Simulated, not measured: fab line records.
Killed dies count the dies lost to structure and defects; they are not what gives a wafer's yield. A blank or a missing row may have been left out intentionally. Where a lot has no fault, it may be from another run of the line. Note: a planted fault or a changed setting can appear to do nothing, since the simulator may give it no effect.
fab line records    flow ritCmos
record lots=15  wafers=45  lastDay=7
route steps=202 shown CONTACT@172 M1@202
lots untouched by any fault: they come from a run of this same line in which no faults occurred
startH: start of the lot's first displayed wafer, in hours after the record's first day    waitH: how many hours have passed since the lot's step before this one    " repeats the value in the row above    L1.1+2: one row covering several wafers at once    - no value, or no start was given    * or withheld: withheld    < > ~ a bound
route shown NAME@n: NAME is a module with steps in the file, n the number in the route of the first one    usual: mean and standard deviation over wafers with no fault    same: alike in all rows    chamber/n: place in a boat    sites: per-site readings    _std_site: their standard deviation    _edge_site: inner sites' mean taken away from outer sites' mean    radiusMm: how far each site lies from the wafer's centre    mask NAME#n: copy n    behind: tool/chamber where the wafer was last shaped    hold: what put the lot on hold/how long, in hours/how the hold closed    device: names the non-switching transistor (n, p or np)    end of line: tests run on the same wafers once the route is complete    a step without rows: its recipe alone    killed: dies that structure and defects cost at the first sort, which is not the same as the wafer's yield    map: dies across one wafer; x = killed, . = not, _ = none there
set.NAME: setting as actually run; set.NAME@STEP: the setting as run at that earlier step    model.NAME: the simulator's own value behind a step, which no gauge read
a sample of lots followed through the steps of the route, with each step as a table and each wafer as a row
## steps
# step RIT_CONTACT_SOFTBAKE_04
# recipe resist=NOVOLAK  tempC=90  timeS=60
# usual heaterPowerTotalW=34.56/0.045  runLengthS=89.30/0.2
lot.wafer  tool           chamber  startH  waitH  heaterPowerTotalW  runLengthS
L308.1     lithoTrack-01  0        51.79   0.1    34.58              88.86
L308.5     "              0        "       "      34.63              88.85
L308.6     "              0        "       "      34.58              88.97
L311.2     lithoTrack-04  0        69.13   0.1    34.52              89.28
L311.3     "              0        "       "      34.56              89.39
L311.4     "              0        "       "      34.61              89.47
L312.1     lithoTrack-04  0        72.98   0.1    34.58              89.30
L312.2     "              0        "       "      34.60              89.60
L312.4     "              0        "       "      34.54              89.48
L313.1     lithoTrack-04  0        80.78   0.1    34.54              89.48
L313.3     "              0        "       "      34.55              89.33
L313.5     "              0        "       "      34.56              89.50
L314.1     lithoTrack-02  0        85.49   0.1    34.58              89.52
L314.2     "              0        "       "      34.62              89.40
L314.6     "              0        "       "      34.48              89.27
L315.1     lithoTrack-02  0        87.49   0.1    34.48              89.24
L315.3     "              0        "       "      34.65              89.35
L315.5     "              0        "       "      34.64              89.50
L316.1     lithoTrack-04  0        92.58   0.1    34.57              89.32
L316.2     "              0        "       "      34.54              89.23
L316.3     "              0        "       "      34.59              89.36
L317.2     lithoTrack-02  0        97.54   0.1    34.61              89.35
L317.3     "              0        "       "      34.62              89.46
L317.6     "              0        "       "      34.63              89.32
L318.3     lithoTrack-02  0        102.03  0.1    36.34              79.81
L318.4     "              0        "       "      36.36              79.73
L318.6     "              0        "       "      36.28              79.92
L319.1     lithoTrack-04  0        106.65  0.1    34.59              89.61
L319.3     "              0        "       "      34.53              89.42
L319.6     "              0        "       "      34.57              89.26
L320.1     lithoTrack-02  0        111.88  0.1    36.39              79.93
L320.2     "              0        "       "      36.36              79.83
L320.3     "              0        "       "      36.40              80.11
L321.2     lithoTrack-04  0        117.08  0.1    34.52              89.22
L321.4     "              0        "       "      34.62              89.38
L321.5     "              0        "       "      34.62              89.43
L325.2     lithoTrack-02  0        136.38  0.1    36.39              79.96
L325.4     "              0        "       "      36.38              80.02
L325.5     "              0        "       "      36.31              79.73
L327.1     lithoTrack-01  0        147.47  0.1    34.54              89.10
L327.5     "              0        "       "      34.54              88.83
L327.6     "              0        "       "      34.51              88.92
L331.1     lithoTrack-04  0        166.90  0.1    34.51              89.63
L331.4     "              0        "       "      34.53              89.22
L331.5     "              0        "       "      34.54              89.49
# step RIT_M1_PROBE_99
# usual killedAtContacts=0.1/0.25  killedAtFrontEnd=6.3/2.9  killedDies=6.4/2.9  killedOpen=3.3/2.1  killedShort=3.1/1.7
# same grossDies=264  killed_at_M0_to_M3=0  killed_at_M4_up=0  killedAtBackSide=0  killedAtOther=0
lot.wafer  tool       chamber  startH  waitH  killedAtContacts  killedAtFrontEnd  killedDies  killedOpen  killedShort
L314.1     prober-01  -        91.65   0.1    0                 5                 5           4           1
L314.2     prober-01  -        91.70   0.1    0                 5                 5           3           2
L314.6     prober-01  -        91.90   0.2    0                 7                 7           4           3
L315.1     prober-02  -        93.60   0.1    0                 10                10          4           6
L315.3     prober-02  -        93.70   0.2    0                 5                 5           2           3
L315.5     prober-02  -        93.80   0.2    0                 7                 7           5           2
L316.1     prober-01  -        98.67   0.1    0                 5                 5           4           1
L316.2     prober-01  -        98.72   0.1    0                 8                 8           3           5
L316.3     prober-01  -        98.77   0.2    0                 7                 7           3           4
L317.2     prober-02  -        103.39  0.1    0                 5                 5           2           3
L317.3     prober-02  -        103.44  0.2    0                 4                 4           3           1
L317.6     prober-02  -        103.59  0.2    1                 4                 5           3           2
L318.3     prober-01  -        107.93  0.2    0                 10                10          5           5
L318.4     prober-01  -        107.98  0.2    0                 10                10          8           2
L318.6     prober-01  -        108.08  0.2    0                 8                 8           5           3
L319.1     prober-02  -        112.64  0.1    0                 6                 6           3           3
L319.3     prober-02  -        112.74  0.2    0                 5                 5           2           3
L319.6     prober-02  -        112.89  0.2    0                 12                12          5           7
L321.2     prober-01  -        123.72  0.1    0                 8                 8           5           3
L321.4     prober-01  -        123.82  0.2    0                 5                 5           3           2
L321.5     prober-01  -        123.87  0.2    0                 7                 7           4           3
# killed by level:class
L314.1 GATE:geometricParticle:open=1 REOX:geometricParticle:open=1 SPACER:geometricParticle:open=1 SILICIDE:geometricParticle:short=1 SILICIDE:geometricParticle:open=1
L314.2 SILICIDE:geometricParticle:open=2 FOX1:geometricParticle:open=1 FOX2:geometricParticle:short=1 GATE:geometricParticle:short=1
L314.6 GATE:geometricParticle:short=2 GATE:geometricParticle:open=2 REOX:geometricParticle:open=1 SPACER:geometricParticle:short=1 SILICIDE:geometricParticle:open=1
L315.1 FOX1:geometricParticle:short=2 REOX:geometricParticle:short=2 SILICIDE:geometricParticle:open=2 GATE:geometricParticle:open=1 GATE:geometricParticle:short=1 REOX:geometricParticle:open=1 SILICIDE:geometricParticle:short=1
L315.3 FOX2:geometricParticle:short=1 GATE:geometricParticle:short=1 GATE:geometricParticle:open=1 SPACER:geometricParticle:short=1 SPACER:geometricParticle:open=1
L315.5 FOX2:geometricParticle:open=2 REOX:geometricParticle:open=2 FOX1:geometricParticle:open=1 FOX1:geometricParticle:short=1 SILICIDE:geometricParticle:short=1
L316.1 GATE:geometricParticle:open=4 GATE:geometricParticle:short=1
L316.2 REOX:geometricParticle:short=2 GATE:geometricParticle:short=1 GATE:geometricParticle:open=1 REOX:geometricParticle:open=1 SPACER:geometricParticle:short=1 SPACER:geometricParticle:open=1 SILICIDE:geometricParticle:short=1
L316.3 GATE:geometricParticle:short=3 FOX1:geometricParticle:open=1 FOX2:geometricParticle:open=1 REOX:geometricParticle:open=1 REOX:geometricParticle:short=1
L317.2 GATE:geometricParticle:open=2 GATE:geometricParticle:short=1 REOX:geometricParticle:short=1 SILICIDE:geometricParticle:short=1
L317.3 FOX1:geometricParticle:open=1 GATE:geometricParticle:open=1 REOX:geometricParticle:open=1 SILICIDE:geometricParticle:short=1
L317.6 REOX:geometricParticle:short=1 SPACER:geometricParticle:open=1 SILICIDE:geometricParticle:open=1 SILICIDE:geometricParticle:short=1 CONTACT:geometricParticle:open=1
L318.3 GATE:geometricParticle:open=4 GATE:geometricParticle:short=3 REOX:geometricParticle:short=2 REOX:geometricParticle:open=1
L318.4 FOX1:geometricParticle:open=2 GATE:geometricParticle:open=2 REOX:geometricParticle:open=2 SILICIDE:geometricParticle:open=2 FOX1:geometricParticle:short=1 SILICIDE:geometricParticle:short=1
L318.6 GATE:geometricParticle:short=2 GATE:geometricParticle:open=2 FOX1:geometricParticle:open=1 REOX:geometricParticle:open=1 SPACER:geometricParticle:short=1 SILICIDE:geometricParticle:open=1
L319.1 GATE:geometricParticle:open=2 GATE:geometricParticle:short=1 SPACER:geometricParticle:short=1 SILICIDE:geometricParticle:open=1 SILICIDE:geometricParticle:short=1
L319.3 FOX1:geometricParticle:short=1 FOX1:geometricParticle:open=1 REOX:geometricParticle:short=1 SPACER:geometricParticle:open=1 SILICIDE:geometricParticle:short=1
L319.6 SPACER:geometricParticle:short=4 FOX1:geometricParticle:open=2 SPACER:geometricParticle:open=2 SILICIDE:geometricParticle:short=2 GATE:geometricParticle:short=1 SILICIDE:geometricParticle:open=1
L321.2 GATE:geometricParticle:open=3 GATE:geometricParticle:short=2 REOX:geometricParticle:open=2 SPACER:geometricParticle:short=1
L321.4 GATE:geometricParticle:open=3 FOX2:geometricParticle:short=1 GATE:geometricParticle:short=1
L321.5 GATE:geometricParticle:open=2 GATE:geometricParticle:short=2 REOX:geometricParticle:short=1 REOX:geometricParticle:open=1 SPACER:geometricParticle:open=1
## key
firstSign step=RIT_CONTACT_SOFTBAKE_04  reading=runLengthS  direction=down  sigmas=47  usual=*  struck=*
effect step=RIT_CONTACT_SOFTBAKE_04  reading=heaterPowerTotalW  direction=up  sigmas=39  usual=34.56  struck=36.36
metAt RIT_CONTACT_SOFTBAKE_04
struckLots L318,L320,L325
testerLeftOut L318,L320,L325
onsetBetween 97.54 102.03
fault kind=processParameterDrift  tool=lithoTrack-02  chamber=-  onsetH=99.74  steps=RIT_CONTACT_SOFTBAKE_04  channel=timeS  offset=*  shape=step  endH=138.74  actsIn=*  stated=*
# testerLeftOut: of these lots the tester's yield and bins aren't shown, on N5 and GAA mostly nor the transistor test; their killed dies are dies lost to structure and defects alone, not to doping, threshold or leakage, so they don't give the yield
